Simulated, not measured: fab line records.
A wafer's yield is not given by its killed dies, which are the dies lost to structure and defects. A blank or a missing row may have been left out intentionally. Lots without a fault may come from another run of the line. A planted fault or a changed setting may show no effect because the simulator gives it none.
fab line records	flow berkeley_cmos170	part 1 of 2: steps 1 to 28 of 40
[record] lots = 5	wafers = 15	last_day = 11
route steps=331 shown ACTIVE@66 PFIELD@79 FIELD@89 SACOX@97 SCREENOX@100 NVT@104
lots untouched by any fault: they come from a run of this same line in which no faults occurred
start_h: hours from the record's first day to the start of the lot's first wafer shown	wait_h: time in hours since the lot's previous step	" the same as in the row above	L1.1+2: one row covering several wafers at once	- either no value or no given start	* or withheld: withheld	< > ~ a bound
route shown NAME@n: names a module that has steps shown in the file, with the first one's number in the route	usual: the fault-free wafers' mean and standard deviation	same: alike in all rows	chamber/n: place in a boat	sites: readings site by site	_std_site: the values' standard deviation	_edge_site: the outer-site mean with the inner-site mean subtracted	radius_mm: how far each site lies from the wafer's centre	mask NAME#n: copy n	behind: the last tool/chamber to shape the wafer	hold: what put the lot on hold/how long, in hours/how the hold closed	device: transistor that didn't switch, given as n, p or np	end of line: tests run on the same wafers once the route is complete	step lacking rows: just its recipe	killed: at the first sort, the dies lost to defects and structure; wafer yield is something else	map: shows each die of a wafer: x if killed, . if not, _ if none is there
set.NAME: the setting as run; set.NAME@STEP: as run at that earlier step	model.NAME: the simulator's own value behind a step, which no gauge read
lots at selected steps of the route; one table per step, one row per wafer
services: a tool's chamber out of use, with start hour (start_h, from the record's first day; less than 0 if before it), hours out, and reason
[[steps]]
[step UCB170_ACTIVE_THK_MEAS_06]
[recipe] reads = Si3N4_of_ACTIVE_CVD_05
[usual] ACTIVE_NITRIDE_THK = 220.4/2.3
lot.wafer	tool	chamber	start_h	wait_h	ACTIVE_NITRIDE_THK[nm]
L079.1	film_metro-03	-	98.16	0.0	223.0
L079.4	"	-	"	"	222.6
L079.5	"	-	"	"	220.4
L086.1	film_metro-02	-	134.14	0.0	220.9
L086.3	"	-	"	"	218.9
L086.6	"	-	"	"	219.0
L090.1	film_metro-03	-	149.60	0.0	218.0
L090.4	"	-	"	"	217.4
L090.5	"	-	"	"	218.6
L092.2	film_metro-02	-	163.73	0.0	222.5
L092.4	"	-	"	"	222.8
L092.5	"	-	"	"	220.5
L095.2	film_metro-04	-	178.51	0.0	223.7
L095.4	"	-	"	"	222.2
L095.6	"	-	"	"	225.4
[step UCB170_ACTIVE_HMDS_07]
[recipe] prime_time_s = 60	prime_temp_c = 100
[usual] prime_temp_c = 99.98/0.12
[same] prime_time_s = 60
lot.wafer	tool	chamber	start_h	wait_h	prime_temp_c
L079.1	litho_track-03	0	98.41	0.2	100.02
L079.4	"	0	"	"	99.85
L079.5	"	0	"	"	100.02
L086.1	litho_track-01	0	134.20	0.1	99.85
L086.3	"	0	"	"	100.06
L086.6	"	0	"	"	100.13
L090.1	litho_track-01	0	149.91	0.3	100.00
L090.4	"	0	"	"	99.90
L090.5	"	0	"	"	99.99
L092.2	litho_track-02	0	163.80	0.1	99.88
L092.4	"	0	"	"	99.99
L092.5	"	0	"	"	100.03
L095.2	litho_track-03	0	178.95	0.4	99.94
L095.4	"	0	"	"	99.99
L095.6	"	0	"	"	99.76
[step UCB170_ACTIVE_COAT_08]
[recipe] resist = KrF	spin_rpm = 1500	resist_thk_nm = 900
[usual] dispense_pressure_kPa = 52.0/2.8
lot.wafer	tool	chamber	start_h	wait_h	dispense_pressure_kPa
L079.1	litho_track-03	0	98.56	0.1	49.1
L079.4	"	0	"	"	49.1
L079.5	"	0	"	"	49.0
L086.1	litho_track-01	0	134.35	0.1	51.1
L086.3	"	0	"	"	51.1
L086.6	"	0	"	"	51.1
L090.1	litho_track-01	0	150.06	0.1	51.0
L090.4	"	0	"	"	51.0
L090.5	"	0	"	"	51.1
L092.2	litho_track-02	0	163.95	0.1	55.8
L092.4	"	0	"	"	55.7
L092.5	"	0	"	"	55.8
L095.2	litho_track-03	0	179.10	0.1	49.1
L095.4	"	0	"	"	49.1
L095.6	"	0	"	"	49.1
[step UCB170_ACTIVE_SOFTBAKE_09]
[recipe] resist = KrF	temp_c = 130	time_s = 60
[usual] plate_temp_C = 129.98/0.14
lot.wafer	tool	chamber	start_h	wait_h	plate_temp_C
L079.1	litho_track-03	0	98.71	0.1	130.04
L079.4	"	0	"	"	130.12
L079.5	"	0	"	"	130.05
L086.1	litho_track-01	0	134.50	0.1	129.94
L086.3	"	0	"	"	130.08
L086.6	"	0	"	"	130.21
L090.1	litho_track-01	0	150.21	0.1	130.07
L090.4	"	0	"	"	129.98
L090.5	"	0	"	"	130.20
L092.2	litho_track-02	0	164.10	0.1	129.90
L092.4	"	0	"	"	130.15
L092.5	"	0	"	"	129.99
L095.2	litho_track-03	0	179.25	0.1	129.84
L095.4	"	0	"	"	129.96
L095.6	"	0	"	"	129.96
[step UCB170_ACTIVE_EXPOSE_10]
[recipe] mask_id = ACTIVE	target_cd_nm = 1200	na = 0.5	sigma_outer = 0.6	source_shape = conventional	dose_mj = 20
lot.wafer	tool	chamber	start_h	wait_h	mask
L079.1+4+5	krf_scanner-01	0	98.99	0.2	ACTIVE#0
L086.1+3+6	krf_scanner-02	0	134.65	0.1	ACTIVE#0
L090.1+4+5	krf_scanner-01	0	150.72	0.5	ACTIVE#0
L092.2+4+5	krf_scanner-01	0	164.25	0.1	ACTIVE#0
L095.2+4+6	krf_scanner-01	0	179.40	0.1	ACTIVE#0
[step UCB170_ACTIVE_PEB_11]
[recipe] peb_temp_c = 130	peb_time_s = withheld	resist = KrF
[usual] plate_temp_C = 129.99/0.14
lot.wafer	tool	chamber	start_h	wait_h	plate_temp_C
L079.1	litho_track-01	0	99.16	0.2	129.97
L079.4	"	0	"	"	130.23
L079.5	"	0	"	"	129.97
L086.1	litho_track-01	0	135.10	0.4	129.97
L086.3	"	0	"	"	129.98
L086.6	"	0	"	"	129.99
L090.1	litho_track-01	0	151.00	0.3	130.00
L090.4	"	0	"	"	129.86
L090.5	"	0	"	"	130.17
L092.2	litho_track-02	0	164.37	0.1	130.12
L092.4	"	0	"	"	129.86
L092.5	"	0	"	"	129.98
L095.2	litho_track-01	0	180.04	0.6	130.11
L095.4	"	0	"	"	130.19
L095.6	"	0	"	"	130.21
[step UCB170_ACTIVE_DEVELOP_12]
[recipe] developer = TMAH	develop_time_s = 45	resist = KrF	dev_temp_c = 21
lot.wafer	tool	chamber	start_h	wait_h
L079.1+4+5	litho_track-01	0	-	-
L086.1+3+6	litho_track-01	0	-	-
L090.1+4+5	litho_track-01	0	-	-
L092.2+4+5	litho_track-02	0	-	-
L095.2+4+6	litho_track-01	0	-	-
[step UCB170_ACTIVE_CD_MEAS_13]
[recipe] target_cd_nm = 1200
[usual] cd_nm = 1199.8/1.5
lot.wafer	tool	chamber	start_h	wait_h	cd_nm
L079.1	cd_sem-01	-	99.44	-	1201.7
L079.4	"	-	"	"	1200.7
L079.5	"	-	"	"	1201.5
L086.1	cd_sem-02	-	135.37	-	1201.9
L086.3	"	-	"	"	1202.1
L086.6	"	-	"	"	1202.0
L090.1	cd_sem-01	-	151.28	-	1199.5
L090.4	"	-	"	"	1199.8
L090.5	"	-	"	"	1198.5
L092.2	cd_sem-02	-	164.64	-	1199.1
L092.4	"	-	"	"	1199.0
L092.5	"	-	"	"	1199.3
L095.2	cd_sem-01	-	180.31	-	1197.4
L095.4	"	-	"	"	1198.7
L095.6	"	-	"	"	1199.0
[step UCB170_ACTIVE_OVL_MEAS_14]
[usual] ACTIVE_OVL = 3/4.1
lot.wafer	tool	chamber	start_h	wait_h	ACTIVE_OVL[nm]
L079.1	overlay-01	-	99.56	0.1	-3
L079.4	"	-	"	"	-4
L079.5	"	-	"	"	-6
L086.1	overlay-01	-	135.49	0.1	4
L086.3	"	-	"	"	0
L086.6	"	-	"	"	6
L090.1	overlay-01	-	151.40	0.1	7
L090.4	"	-	"	"	7
L090.5	"	-	"	"	14
L092.2	overlay-01	-	164.74	0.1	6
L092.4	"	-	"	"	-2
L092.5	"	-	"	"	2
L095.2	overlay-02	-	180.42	0.1	3
L095.4	"	-	"	"	1
L095.6	"	-	"	"	8
[step UCB170_ACTIVE_ETCH_15]
[recipe] chemistry = CH3F/Ar/O2	target = Si3N4	stop_on = SiO2	CH3F_flow_sccm = 20	Ar_flow_sccm = 50	O2_flow_sccm = 7	pressure_mtorr = 50	rf_w = 450	target_depth_a = 2420	over_etch_frac = 0.1	time_s = 151
[usual] drypump_motor_current_A = 5.5/0.54	oes_product_au = 0.934/0.018	throttle_valve_pct = 8.04/0.13
lot.wafer	tool	chamber	start_h	wait_h	drypump_motor_current_A	oes_product_au	rf_hours_counter_h	throttle_valve_pct
L079.1	rie_diel-04	3	99.59	0.0	5.6	0.921	42	8.27
L079.4	"	1	"	"	5.5	0.916	33	7.94
L079.5	"	1	"	"	5.5	0.912	-	7.96
L086.1	rie_diel-04	2	135.53	0.0	6.0	0.937	11	7.87
L086.3	"	0	"	"	5.3	0.948	116	7.89
L086.6	"	2	"	"	6.0	0.928	-	7.87
L090.1	rie_diel-04	2	151.43	0.0	6.1	0.925	12	7.87
L090.4	"	1	"	"	5.5	0.894	35	7.93
L090.5	"	2	"	"	6.0	0.933	-	7.89
L092.2	rie_diel-03	1	164.77	0.0	5.4	0.952	19	7.86
L092.4	"	2	"	"	5.5	0.949	1	8.05
L092.5	"	2	"	"	5.4	0.939	-	8.06
L095.2	rie_diel-03	1	180.45	0.0	5.4	0.954	20	7.87
L095.4	"	0	"	"	6.1	0.942	15	8.10
L095.6	"	3	"	"	4.9	0.973	-	8.03
[step UCB170_ACTIVE_STRIP_16]
[recipe] chemistry = O2	power_w = 400	pressure_mtorr = 3500	platen_temp_c = withheld	o2_flow_sccm = 400	overash_fraction = 0.5
[usual] drypump_motor_current_A = 5.6/0.34	oes_product_au = 0.721/0.0046	strip_time_to_endpoint_s = 18.12/0.13
lot.wafer	tool	chamber	start_h	wait_h	drypump_motor_current_A	oes_product_au	rf_hours_counter_h	strip_time_to_endpoint_s
L079.1	plasma_asher-02	0	99.69	0.1	5.8	0.731	39	18.11
L079.4	"	1	"	"	5.1	0.715	-	18.05
L079.5	"	1	"	"	5.0	0.724	-	18.03
L086.1	plasma_asher-02	1	135.63	0.1	5.1	0.724	43	18.29
L086.3	"	0	"	"	5.8	0.719	-	18.01
L086.6	"	1	"	"	5.0	0.720	-	18.22
L090.1	plasma_asher-03	1	151.54	0.1	5.3	0.717	3	18.28
L090.4	"	0	"	"	5.8	0.725	-	18.09
L090.5	"	0	"	"	5.8	0.722	-	18.21
L092.2	plasma_asher-03	1	164.87	0.1	5.2	0.723	5	17.82
L092.4	"	0	"	"	5.8	0.727	-	17.87
L092.5	"	0	"	"	5.8	0.721	-	17.88
L095.2	plasma_asher-03	1	180.55	0.1	5.3	0.713	7	17.96
L095.4	"	1	"	"	5.3	0.717	-	18.26
L095.6	"	1	"	"	5.2	0.724	-	18.09
[step UCB170_ACTIVE_CD_MEAS_90]
[recipe] target_cd_nm = 1200
[usual] cd_nm = 1199.7/1.5
lot.wafer	tool	chamber	start_h	wait_h	cd_nm
L079.1	cd_sem-01	-	99.79	0.1	1201.7
L079.4	"	-	"	"	1201.0
L079.5	"	-	"	"	1201.6
L086.1	cd_sem-02	-	135.79	0.1	1201.5
L086.3	"	-	"	"	1202.0
L086.6	"	-	"	"	1201.5
L090.1	cd_sem-02	-	151.64	0.1	1199.4
L090.4	"	-	"	"	1199.5
L090.5	"	-	"	"	1198.0
L092.2	cd_sem-02	-	164.99	0.1	1198.4
L092.4	"	-	"	"	1199.0
L092.5	"	-	"	"	1199.1
L095.2	cd_sem-02	-	180.67	0.1	1197.3
L095.4	"	-	"	"	1198.5
L095.6	"	-	"	"	1198.9
[step UCB170_ACTIVE_CLEAN_17]
[recipe] chemistry = SPM	temp_c = 120	time_s = 600
lot.wafer	tool	chamber	start_h	wait_h
L079.1+4+5	wet_bench-04	2	99.91	0.1
L086.1+3+6	wet_bench-01	2	135.91	0.1
L090.1+4+5	wet_bench-04	1	151.76	0.1
L092.2+4+5	wet_bench-04	0	165.09	0.1
L095.2+4+6	wet_bench-04	1	182.38	1.7
[step UCB170_PFIELD_HMDS_00]
[recipe] prime_time_s = 60	prime_temp_c = 100
[usual] prime_temp_c = 100.01/0.14
[same] prime_time_s = 60
lot.wafer	tool	chamber	start_h	wait_h	prime_temp_c
L079.1	litho_track-04	0	100.37	0.3	99.98
L079.4	"	0	"	"	100.06
L079.5	"	0	"	"	100.00
L086.1	litho_track-04	0	136.16	0.1	99.96
L086.3	"	0	"	"	99.84
L086.6	"	0	"	"	99.80
L090.1	litho_track-02	0	151.99	0.1	100.12
L090.4	"	0	"	"	99.91
L090.5	"	0	"	"	100.14
L092.2	litho_track-04	0	165.29	0.0	99.98
L092.4	"	0	"	"	99.99
L092.5	"	0	"	"	99.98
L095.2	litho_track-02	0	182.58	0.0	99.89
L095.4	"	0	"	"	100.01
L095.6	"	0	"	"	100.07
[step UCB170_PFIELD_COAT_01]
[recipe] resist = KrF	spin_rpm = 1500	resist_thk_nm = 900
[usual] dispense_pressure_kPa = 51.5/2.6
lot.wafer	tool	chamber	start_h	wait_h	dispense_pressure_kPa
L079.1	litho_track-04	0	100.52	0.1	49.2
L079.4	"	0	"	"	49.2
L079.5	"	0	"	"	49.2
L086.1	litho_track-04	0	136.31	0.1	49.2
L086.3	"	0	"	"	49.2
L086.6	"	0	"	"	49.2
L090.1	litho_track-02	0	152.14	0.1	55.7
L090.4	"	0	"	"	55.7
L090.5	"	0	"	"	55.7
L092.2	litho_track-04	0	165.44	0.1	49.2
L092.4	"	0	"	"	49.2
L092.5	"	0	"	"	49.3
L095.2	litho_track-02	0	182.73	0.1	55.8
L095.4	"	0	"	"	55.7
L095.6	"	0	"	"	55.8
[step UCB170_PFIELD_SOFTBAKE_02]
[recipe] resist = KrF	temp_c = 130	time_s = 60
[usual] plate_temp_C = 130.00/0.15
lot.wafer	tool	chamber	start_h	wait_h	plate_temp_C
L079.1	litho_track-04	0	100.67	0.1	129.80
L079.4	"	0	"	"	129.94
L079.5	"	0	"	"	129.49
L086.1	litho_track-04	0	136.46	0.1	130.05
L086.3	"	0	"	"	130.00
L086.6	"	0	"	"	130.14
L090.1	litho_track-02	0	152.29	0.1	129.93
L090.4	"	0	"	"	129.89
L090.5	"	0	"	"	129.94
L092.2	litho_track-04	0	165.59	0.1	129.95
L092.4	"	0	"	"	130.14
L092.5	"	0	"	"	130.05
L095.2	litho_track-02	0	182.88	0.1	130.19
L095.4	"	0	"	"	130.00
L095.6	"	0	"	"	130.12
[step UCB170_PFIELD_EXPOSE_03]
[recipe] mask_id = PFIELD	na = 0.5	sigma_outer = 0.6	source_shape = conventional	target_cd_nm = 1500	dose_mj = 30
lot.wafer	tool	chamber	start_h	wait_h	mask
L079.1+4+5	krf_scanner-01	0	100.82	0.1	PFIELD#0
L086.1+3+6	krf_scanner-01	0	136.61	0.1	PFIELD#0
L090.1+4+5	krf_scanner-01	0	152.44	0.1	PFIELD#0
L092.2+4+5	krf_scanner-01	0	165.88	0.3	PFIELD#0
L095.2+4+6	krf_scanner-01	0	183.03	0.1	PFIELD#0
[step UCB170_PFIELD_PEB_04]
[recipe] peb_temp_c = 130	peb_time_s = withheld	resist = KrF
[usual] plate_temp_C = 129.98/0.13
lot.wafer	tool	chamber	start_h	wait_h	plate_temp_C
L079.1	litho_track-04	0	101.27	0.4	129.96
L079.4	"	0	"	"	130.04
L079.5	"	0	"	"	129.82
L086.1	litho_track-04	0	137.12	0.5	129.80
L086.3	"	0	"	"	129.85
L086.6	"	0	"	"	130.03
L090.1	litho_track-02	0	152.72	0.3	130.04
L090.4	"	0	"	"	129.85
L090.5	"	0	"	"	130.05
L092.2	litho_track-02	0	166.20	0.3	130.25
L092.4	"	0	"	"	130.07
L092.5	"	0	"	"	130.04
L095.2	litho_track-02	0	183.15	0.1	130.26
L095.4	"	0	"	"	130.18
L095.6	"	0	"	"	129.95
[step UCB170_PFIELD_DEVELOP_05]
[recipe] developer = TMAH	develop_time_s = 45	resist = KrF	dev_temp_c = 21
lot.wafer	tool	chamber	start_h	wait_h
L079.1+4+5	litho_track-04	0	-	-
L086.1+3+6	litho_track-04	0	-	-
L090.1+4+5	litho_track-02	0	-	-
L092.2+4+5	litho_track-02	0	-	-
L095.2+4+6	litho_track-02	0	-	-
[step UCB170_PFIELD_OVL_MEAS_06]
[usual] PFIELD_OVL = 3/5
lot.wafer	tool	chamber	start_h	wait_h	PFIELD_OVL[nm]
L079.1	overlay-02	-	101.55	-	8
L079.4	"	-	"	"	10
L079.5	"	-	"	"	12
L086.1	overlay-01	-	137.39	-	3
L086.3	"	-	"	"	4
L086.6	"	-	"	"	-1
L090.1	overlay-01	-	152.99	-	1
L090.4	"	-	"	"	7
L090.5	"	-	"	"	3
L092.2	overlay-01	-	166.46	-	1
L092.4	"	-	"	"	9
L092.5	"	-	"	"	6
L095.2	overlay-01	-	183.41	-	3
L095.4	"	-	"	"	5
L095.6	"	-	"	"	2
[step UCB170_PFIELD_IMPLANT_07]
[recipe] species = B	dose_cm2 = 2e+13	energy_kev = 80	tilt_deg = 7
[usual] end_station_pressure_torr = 5.07e-06/2.6e-07	tilt_deg = 7.005/0.02
[same] implant_ion_amu = 11
lot.wafer	tool	chamber	start_h	wait_h	end_station_pressure_torr	tilt_deg
L079.1	implanter-03	0	101.59	0.0	5.27e-06	7.014
L079.4	"	0	"	"	5.22e-06	7.040
L079.5	"	0	"	"	5.13e-06	7.023
L086.1	implanter-03	0	137.43	0.0	5.13e-06	7.011
L086.3	"	0	"	"	5.27e-06	6.999
L086.6	"	0	"	"	4.72e-06	7.015
L090.1	implanter-02	0	153.03	0.0	4.9e-06	6.992
L090.4	"	0	"	"	4.95e-06	7.018
L090.5	"	0	"	"	5.55e-06	7.010
L092.2	implanter-02	0	166.52	0.0	5.09e-06	6.993
L092.4	"	0	"	"	4.95e-06	6.969
L092.5	"	0	"	"	5.13e-06	6.992
L095.2	implanter-03	0	183.46	0.0	5.25e-06	6.977
L095.4	"	0	"	"	5.07e-06	6.970
L095.6	"	0	"	"	5.27e-06	6.976
[step UCB170_PFIELD_STRIP_08]
[recipe] chemistry = O2	power_w = 400	pressure_mtorr = 3500	platen_temp_c = withheld	o2_flow_sccm = 400	overash_fraction = 0.5
[usual] drypump_motor_current_A = 5.7/0.33	oes_product_au = 0.734/0.0044	strip_time_to_endpoint_s = 21.63/0.07
lot.wafer	tool	chamber	start_h	wait_h	drypump_motor_current_A	oes_product_au	rf_hours_counter_h	strip_time_to_endpoint_s
L079.1	plasma_asher-02	1	101.74	0.1	5.1	0.740	39	21.59
L079.4	"	1	"	"	5.1	0.732	-	21.70
L079.5	"	0	"	"	5.8	0.727	-	21.62
L086.1	plasma_asher-01	0	137.58	0.1	5.6	0.730	36	21.55
L086.3	"	1	"	"	6.0	0.728	-	21.59
L086.6	"	1	"	"	6.0	0.744	-	21.64
L090.1	plasma_asher-01	1	153.18	0.1	6.0	0.741	39	21.70
L090.4	"	0	"	"	5.5	0.734	-	21.72
L090.5	"	1	"	"	6.0	0.731	-	21.67
L092.2	plasma_asher-01	1	166.64	0.1	6.0	0.731	40	21.70
L092.4	"	1	"	"	6.0	0.733	-	21.61
L092.5	"	1	"	"	6.0	0.738	-	21.59
L095.2	plasma_asher-01	1	183.59	0.1	5.9	0.739	43	21.53
L095.4	"	0	"	"	5.5	0.737	-	21.56
L095.6	"	0	"	"	5.5	0.732	-	21.53
[step UCB170_PFIELD_TW_MEAS_09]
[usual] PFIELD_TW = 597/5.8
lot.wafer	tool	chamber	start_h	wait_h	PFIELD_TW
L079.1	film_metro-02	-	101.84	0.1	594
L079.4	"	-	"	"	592
L079.5	"	-	"	"	597
L086.1	film_metro-02	-	137.68	0.1	594
L086.3	"	-	"	"	591
L086.6	"	-	"	"	593
L090.1	film_metro-02	-	153.28	0.1	595
L090.4	"	-	"	"	596
L090.5	"	-	"	"	594
L092.2	film_metro-01	-	166.80	0.1	593
L092.4	"	-	"	"	593
L092.5	"	-	"	"	591
L095.2	film_metro-04	-	183.70	0.1	599
L095.4	"	-	"	"	601
L095.6	"	-	"	"	601
[step UCB170_FIELD_CLEAN_00]
[recipe] chemistry = dHF	dilution = 25:1	time_s = 7.5
lot.wafer	tool	chamber	start_h	wait_h
L079.1+4+5	wet_bench-03	3	101.90	0.1
L086.1+3+6	wet_bench-03	2	137.74	0.1
L090.1+4+5	wet_bench-03	2	153.34	0.1
L092.2+4+5	wet_bench-02	0	166.85	0.0
L095.2+4+6	wet_bench-03	0	183.75	0.0
[step UCB170_FIELD_OXIDATION_01]
[recipe] temp_c = 1000	ambient = H2O	p_h2o_torr = 584.62	target_thk_a = 5583	ox_time_s = 7200
[usual] zone_power_load_pct = 30/3.2
lot.wafer	tool	chamber	start_h	wait_h	zone_power_load_pct
L079.1	furnace-02	0	105.04	3.1	34
L079.4	"	0	"	"	34
L079.5	"	0	"	"	34
L086.1	furnace-02	0	141.06	3.3	34
L086.3	"	0	"	"	34
L086.6	"	0	"	"	34
L090.1	furnace-04	0	153.82	0.5	28
L090.4	"	0	"	"	28
L090.5	"	0	"	"	28
L092.2	furnace-04	0	169.76	2.9	28
L092.4	"	0	"	"	28
L092.5	"	0	"	"	28
L095.2	furnace-04	0	186.29	2.5	28
L095.4	"	0	"	"	28
L095.6	"	0	"	"	28
[step UCB170_FIELD_THK_MEAS_02]
[recipe] reads = SiO2_of_FIELD_OXIDATION_01
[usual] FIELD_OXIDE_THK = 557/8.8
lot.wafer	tool	chamber	start_h	wait_h	FIELD_OXIDE_THK[nm]
L079.1	film_metro-01	-	108.04	0.0	576
L079.4	"	-	"	"	582
L079.5	"	-	"	"	571
L086.1	film_metro-01	-	144.06	0.0	574
L086.3	"	-	"	"	560
L086.6	"	-	"	"	575
L090.1	film_metro-03	-	156.82	0.0	552
L090.4	"	-	"	"	556
L090.5	"	-	"	"	539
L092.2	film_metro-03	-	172.77	0.0	564
L092.4	"	-	"	"	559
L092.5	"	-	"	"	568
L095.2	film_metro-01	-	189.30	0.0	573
L095.4	"	-	"	"	561
L095.6	"	-	"	"	563
[step UCB170_FIELD_ANNEAL_03]
[recipe] temp_c = 1000	time_s = 1200	ambient = N2
[usual] zone_power_load_pct = 32/3.4
lot.wafer	tool	chamber	start_h	wait_h	zone_power_load_pct
L079.1	furnace-04	0	109.70	1.6	28
L079.4	"	0	"	"	28
L079.5	"	0	"	"	28
L086.1	furnace-02	0	145.31	1.2	35
L086.3	"	0	"	"	34
L086.6	"	0	"	"	34
L090.1	furnace-04	0	159.32	2.5	28
L090.4	"	0	"	"	28
L090.5	"	0	"	"	28
L092.2	furnace-04	0	175.51	2.7	28
L092.4	"	0	"	"	28
L092.5	"	0	"	"	28
L095.2	furnace-04	0	192.29	3.0	28
L095.4	"	0	"	"	28
L095.6	"	0	"	"	28
[step UCB170_FIELD_WET_ETCH_04]
[recipe] chemistry = dHF	dilution = 10:1	target = SiO2	temp_c = 25	time_s = 60
lot.wafer	tool	chamber	start_h	wait_h
L079.1+4+5	wet_bench-04	2	111.03	0.0
L086.1+3+6	wet_bench-02	1	146.64	0.0
L090.1+4+5	wet_bench-02	3	160.66	0.0
L092.2+4+5	wet_bench-02	3	176.84	0.0
L095.2+4+6	wet_bench-04	2	195.00	1.4
